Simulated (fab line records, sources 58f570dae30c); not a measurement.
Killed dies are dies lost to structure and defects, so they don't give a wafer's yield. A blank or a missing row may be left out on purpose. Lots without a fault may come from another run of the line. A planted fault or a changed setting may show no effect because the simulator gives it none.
Which tool did it? | flow berkeley_cmos170 | 14 lots, 42 wafers sampled, at 5 steps of a route of 331

WHAT THE GAUGES READ, wafer by wafer
UCB170_NWELL_THK_MEAS_02. Usual: NWELL_OXIDE_THK 26.3 nm, standard deviation 0.44.
lot  | measured    | on            | NWELL_OXIDE_THK (nm) | flag
L347 | day 1 23:57 | film_metro-03 | 26.5 26.4 26.0       |
L348 | day 2 06:04 | film_metro-01 | 25.9 26.0 25.9       |
L351 | day 2 19:53 | film_metro-01 | 26.2 25.8 26.5       |
L350 | day 2 19:57 | film_metro-02 | 26.4 26.3 26.4       |
L352 | day 2 19:57 | film_metro-01 | 26.3 26.8 26.4       |
L354 | day 3 12:05 | film_metro-02 | 25.7 26.2 25.7       |
L355 | day 4 00:29 | film_metro-02 | 26.4 26.5 26.5       |
L356 | day 4 00:30 | film_metro-03 | 26.8 26.7 26.7       |
L357 | day 4 08:23 | film_metro-01 | 27.0 26.8 26.8       |
L358 | day 4 08:24 | film_metro-03 | 26.3 26.6 26.8       |
L360 | day 4 14:50 | film_metro-03 | 25.8 25.9 25.4       |
L359 | day 4 14:50 | film_metro-01 | 26.3 26.2 26.2       |
L364 | day 5 18:16 | film_metro-02 | 27.1 26.8 26.6       |
L370 | day 6 22:20 | film_metro-02 | 26.9 26.8 26.7       |

UCB170_NWELL_OVL_MEAS_12. Usual: NWELL_OVL 1 nm, standard deviation 5.8.
lot  | measured    | on         | NWELL_OVL (nm) | flag
L347 | day 2 07:36 | overlay-02 | 9 6 4          |
L348 | day 2 14:25 | overlay-02 | 5 11 7         |
L351 | day 3 04:12 | overlay-02 | 0 3 8          |
L350 | day 3 04:22 | overlay-01 | 1 -4 7         |
L352 | day 3 04:28 | overlay-01 | 5 7 -2         |
L354 | day 3 23:20 | overlay-02 | -5 -2 -6       |
L355 | day 4 07:26 | overlay-01 | 7 3 1          |
L356 | day 4 07:43 | overlay-02 | 3 1 -1         |
L357 | day 4 16:31 | overlay-02 | 1 5 6          |
L358 | day 4 16:17 | overlay-01 | 1 14 7         |
L360 | day 5 01:56 | overlay-01 | -5 -7 1        |
L359 | day 5 01:41 | overlay-02 | -5 -2 6        |
L364 | day 6 03:19 | overlay-02 | 5 6 -1         |
L370 | day 7 08:41 | overlay-02 | 0 0 4          |

UCB170_PSD_TW_MEAS_10. Usual: PSD_TW 2327, standard deviation 21.
lot  | measured     | on            | PSD_TW         | flag
L347 | day 7 11:31  | film_metro-04 | 2306 2313 2318 |
L348 | day 7 11:41  | film_metro-03 | 2343 2347 2335 |
L351 | day 8 12:02  | film_metro-04 | 2289 2286 2284 |
L350 | day 8 12:13  | film_metro-04 | 2291 2294 2287 |
L352 | day 8 11:56  | film_metro-03 | 2355 2355 2350 |
L354 | day 9 06:20  | film_metro-04 | 2297 2301 2326 |
L355 | day 9 06:10  | film_metro-02 | 2329 2337 2322 |
L356 | day 10 01:28 | film_metro-03 | 2347 2346 2358 |
L357 | day 10 01:38 | film_metro-02 | 2347 2327 2329 |
L358 | day 10 01:23 | film_metro-03 | 2345 2359 2337 |
L360 | day 10 09:13 | film_metro-04 | 2299 2310 2300 |
L359 | day 10 08:59 | film_metro-03 | 30 30 30       | OFF
L364 | day 11 03:23 | film_metro-02 | 30 30 30       | OFF
L370 | day 13 03:40 | film_metro-02 | 2337 2330 2330 |

WHICH TOOL RAN EACH LOT (tool, then ch and the chambers of the sampled wafers, then the start)
lot  | UCB170_PFIELD_STRIP_08              | UCB170_PSD_DEVELOP_05
L347 | plasma_asher-01 ch 0,1, day 4 16:58 | litho_track-02 ch 0, day 7 10:00
L348 | plasma_asher-04 ch 0,1, day 4 17:17 | litho_track-04 ch 0, day 7 11:00
L351 | plasma_asher-01 ch 0,1, day 5 18:16 | litho_track-02 ch 0, day 8 11:00
L350 | plasma_asher-03 ch 0,1, day 5 18:28 | litho_track-04 ch 0, day 8 11:00
L352 | plasma_asher-01 ch 1, day 5 18:38   | litho_track-04 ch 0, day 8 11:00
L354 | plasma_asher-01 ch 0,1, day 6 18:52 | litho_track-04 ch 0, day 9 05:00
L355 | plasma_asher-04 ch 0,1, day 6 18:43 | litho_track-03 ch 0, day 9 05:00
L356 | plasma_asher-04 ch 0, day 6 23:41   | litho_track-02 ch 0, day 10 00:00
L357 | plasma_asher-03 ch 0,1, day 7 02:58 | litho_track-04 ch 0, day 10 01:00
L358 | plasma_asher-04 ch 0,1, day 7 02:44 | litho_track-04 ch 0, day 10 00:00
L360 | plasma_asher-01 ch 0,1, day 7 16:38 | litho_track-02 ch 0, day 10 08:00
L359 | plasma_asher-03 ch 0, day 7 16:23   | litho_track-04 ch 0, day 10 08:00
L364 | plasma_asher-01 ch 0,1, day 8 09:16 | litho_track-04 ch 0, day 11 02:00
L370 | plasma_asher-03 ch 0,1, day 9 21:29 | litho_track-03 ch 0, day 13 03:00
- UCB170_PFIELD_STRIP_08: strips in O2.
- UCB170_PSD_DEVELOP_05: develop time 45 s.

WHAT THE TOOLS THEMSELVES READ (means of the sampled wafers that have a number; where no wafer has one, the mark that the record gives instead)
UCB170_PFIELD_STRIP_08. Usual: drypump_motor_current_A 5.7 A, standard deviation 0.63; oes_product_au 0.735 a.u., standard deviation 0.0047; strip_time_to_endpoint_s 21.67 s, standard deviation 0.062.
lot  | tool            | drypump_motor_current_A (A) | oes_product_au (a.u.) | strip_time_to_endpoint_s (s) | flag
L347 | plasma_asher-01 | 5.5                         | 0.739                 | 21.64                        |
L348 | plasma_asher-04 | 6.4                         | 0.732                 | 21.69                        |
L351 | plasma_asher-01 | 5.9                         | 0.736                 | 21.71                        |
L350 | plasma_asher-03 | 5.6                         | 0.734                 | 21.69                        |
L352 | plasma_asher-01 | 5.1                         | 0.731                 | 21.62                        |
L354 | plasma_asher-01 | 5.5                         | 0.736                 | 21.67                        |
L355 | plasma_asher-04 | 6.2                         | 0.738                 | 21.56                        |
L356 | plasma_asher-04 | 6.5                         | 0.737                 | 21.56                        |
L357 | plasma_asher-03 | 5.2                         | 0.729                 | 21.69                        |
L358 | plasma_asher-04 | 6.4                         | 0.738                 | 21.73                        |
L360 | plasma_asher-01 | 5.9                         | 0.733                 | 21.63                        |
L359 | plasma_asher-03 | 6.0                         | 0.735                 | 21.59                        |
L364 | plasma_asher-01 | 5.6                         | 0.738                 | 21.75                        |
L370 | plasma_asher-03 | 5.6                         | 0.737                 | 21.69                        |

THE ANSWER, worked out from the rows above alone
Rule: a lot is off if the mean of its wafers that have a number lies more than 3 standard deviations from the usual mean. A lot without any number at a reading at which 4 lots or more have one is off too. The other lots that the step has rows for count as sound. The gauges are gone through in route order, then the tools' own readings, and for those a lot's mean is taken as printed above. The first step at which some lot is off is used, and at that step the reading that is off furthest; a lot without a number counts as furthest.
Off: L359, L364, at UCB170_PSD_TW_MEAS_10 (PSD_TW).
A tool fits if, at a process step before that reading, it ran every lot that is off, and no sound lot after the first of them. The gauges at UCB170_PSD_TW_MEAS_10 are tried like those tools. One fits: litho_track-04 at UCB170_PSD_DEVELOP_05. Its last sound lot is L357 (day 10 01:00), its first lot that is off L359 (day 10 08:00): a fault that began between those two fits.

WHAT THE SIMULATOR HAD PUT IN
Process parameter drift: litho_track-04, from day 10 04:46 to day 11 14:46, at UCB170_PSD_DEVELOP_05. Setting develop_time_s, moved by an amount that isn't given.
Lots struck among those shown: L359, L364. The rule above found the same.
